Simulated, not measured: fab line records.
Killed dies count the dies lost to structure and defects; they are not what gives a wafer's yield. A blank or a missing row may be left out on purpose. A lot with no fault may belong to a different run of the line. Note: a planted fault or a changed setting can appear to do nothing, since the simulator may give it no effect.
A lot that was struck, set against a sound lot / flow rit-cmos / 43 steps out of a route of 202
Sound: the wafers L793.1, L793.3, L793.5. Struck: wafer L797.6 (left out: L797.3, L797.5 of the same lot, which were not struck); the cause appears at the end.
Order at every step that has rows: each side's tool, ch and its chambers, its first start. Under that, the readings that differ: sound wafers / struck wafers / difference of the means / sigmas: that difference in standard deviations of wafers without a fault.
alike: same words and numbers on both sides, and readings whose means sit less than 2 such deviations apart. not compared: any withheld reading, any reading some wafer has no value for, any bound like >300 that may hide the same value, and any number with overlapping values for which the record gives no deviation.
The two part at a step that has a row with sigmas, a row that says differs or no value, or rows on one side only. When numbers do not overlap yet have no deviation, they are printed without sigmas and do not part them. Lack of a reading on every wafer of one side parts them only where that side has two or more wafers.

first, 1 step without rows for these wafers: RIT_NLDD_IMPLANT_08.
RIT_NLDD_STRIP_09: strips in O2, time 180 s.
  sound on plasma-asher-04 ch 0,1, day 3 05:35; struck on plasma-asher-04 ch 1, day 4 04:40
  alike: chamber-pressure-mTorr, drypump-motor-current-A
  not compared: rf-hours-counter-h
RIT_NLDD_TW_MEAS_10:
  sound on film-metro-03, day 3 05:45; struck on film-metro-03, day 4 04:48
  alike: NLDD_TW
then, 6 steps without rows for these wafers: RIT_PLDD_HMDS_00 (prime time 60 s); RIT_PLDD_COAT_01 (resist thk 1000 nm); RIT_PLDD_SOFTBAKE_02 (time 60 s); RIT_PLDD_EXPOSE_03 (exposes mask M8, target cd 40900 nm); RIT_PLDD_PEB_04; RIT_PLDD_DEVELOP_05 (develop time 50 s).
RIT_PLDD_OVL_MEAS_06:
  sound on overlay-01, day 3 06:40; struck on overlay-01, day 4 08:16
  alike: PLDD_OVL
then, 2 steps without rows for these wafers: RIT_PLDD_HARDBAKE_07 (time 60 s); RIT_PLDD_IMPLANT_08.
RIT_PLDD_STRIP_09: strips in O2, time 180 s.
  sound on plasma-asher-03 ch 0,1, day 3 07:00; struck on plasma-asher-03 ch 1, day 4 08:39
  alike: chamber-pressure-mTorr, drypump-motor-current-A
  not compared: rf-hours-counter-h
RIT_PLDD_TW_MEAS_10:
  sound on film-metro-01, day 3 07:10; struck on film-metro-01, day 4 08:47
  alike: PLDD_TW
then, 4 steps without rows for these wafers: RIT_SPACER_CLEAN_00 (cleans in SC1, time 600 s); RIT_SPACER_CLEAN_01 (cleans in dHF, time 30 s); RIT_SPACER_CLEAN_02 (cleans in SC2, time 600 s); RIT_SPACER_CVD_03 (deposits Si3N4 from SiH2Cl2/NH3, target thk 250 nm, time 3300 s).
RIT_SPACER_THK_MEAS_04:
  sound on film-metro-01, day 3 09:32; struck on film-metro-03, day 4 11:08
  alike: SPACER_NITRIDE_THK
RIT_SPACER_ETCHBACK_05: etches Si3N4 in SF6/CHF3, stops on SiO2, target depth 250 nm, time 240 s.
  sound on rie-diel-01 ch 0,1, day 3 09:35; struck on rie-diel-01 ch 2, day 4 11:10
reading=chamber-pressure-mTorr (mTorr); sound=40.04 39.99 40.00; struck=40.10; difference=+0.09; sigmas=+2
  alike: drypump-motor-current-A, oes-product-au, rf-fwd-power-W, throttle-valve-pct
  not compared: rf-hours-counter-h
then, 6 steps without rows for these wafers: RIT_NSD_HMDS_00 (prime time 60 s); RIT_NSD_COAT_01 (resist thk 1000 nm); RIT_NSD_SOFTBAKE_02 (time 60 s); RIT_NSD_EXPOSE_03 (exposes mask M9, target cd 40700 nm); RIT_NSD_PEB_04; RIT_NSD_DEVELOP_05 (develop time 50 s).
RIT_NSD_OVL_MEAS_06:
  sound on overlay-02, day 3 10:47; struck on overlay-01, day 4 12:25
  alike: NSD_OVL
then, 2 steps without rows for these wafers: RIT_NSD_HARDBAKE_07 (time 60 s); RIT_NSD_IMPLANT_08.
RIT_NSD_STRIP_09: strips in O2, time 180 s.
  sound on plasma-asher-04 ch 0, day 3 11:07; struck on plasma-asher-04 ch 0, day 4 12:49
  alike: chamber-pressure-mTorr, drypump-motor-current-A
  not compared: rf-hours-counter-h
RIT_NSD_TW_MEAS_10:
  sound on film-metro-01, day 3 11:17; struck on film-metro-01, day 4 12:57
  alike: NSD_TW
then, 6 steps without rows for these wafers: RIT_PSD_HMDS_00 (prime time 60 s); RIT_PSD_COAT_01 (resist thk 1000 nm); RIT_PSD_SOFTBAKE_02 (time 60 s); RIT_PSD_EXPOSE_03 (exposes mask M10, target cd 40900 nm); RIT_PSD_PEB_04; RIT_PSD_DEVELOP_05 (develop time 50 s).
RIT_PSD_OVL_MEAS_06:
  sound on overlay-01, day 3 12:20; struck on overlay-02, day 4 14:12
  alike: PSD_OVL
then, 2 steps without rows for these wafers: RIT_PSD_HARDBAKE_07 (time 60 s); RIT_PSD_IMPLANT_08.
RIT_PSD_STRIP_09: strips in O2, time 180 s.
  sound on plasma-asher-01 ch 0,1, day 3 12:40; struck on plasma-asher-02 ch 0, day 4 14:41
reading=chamber-pressure-mTorr (mTorr); sound=4002 3994 3998; struck=4011; difference=+13; sigmas=+3
  alike: drypump-motor-current-A
  not compared: rf-hours-counter-h
RIT_PSD_TW_MEAS_10:
  sound on film-metro-01, day 3 12:50; struck on film-metro-01, day 4 14:49
  alike: PSD_TW
RIT_M1_PROBE_99:
  sound on prober-02, day 3 21:15; struck on prober-01, day 4 22:49
reading=killed-at-front-end; sound=10 6 5; struck=26; difference=+19; sigmas=+6
reading=killed-dies; sound=10 6 5; struck=26; difference=+19; sigmas=+6
reading=killed-on-rim; sound=3 3 2; struck=13; difference=+10; sigmas=+7
  alike: killed-at-contacts, killed-open, killed-short

== WHERE THEY PART ==
Earliest at RIT_SPACER_ETCHBACK_05; latest, in this record, at RIT_M1_PROBE_99.

WHY: the cause the simulator had injected
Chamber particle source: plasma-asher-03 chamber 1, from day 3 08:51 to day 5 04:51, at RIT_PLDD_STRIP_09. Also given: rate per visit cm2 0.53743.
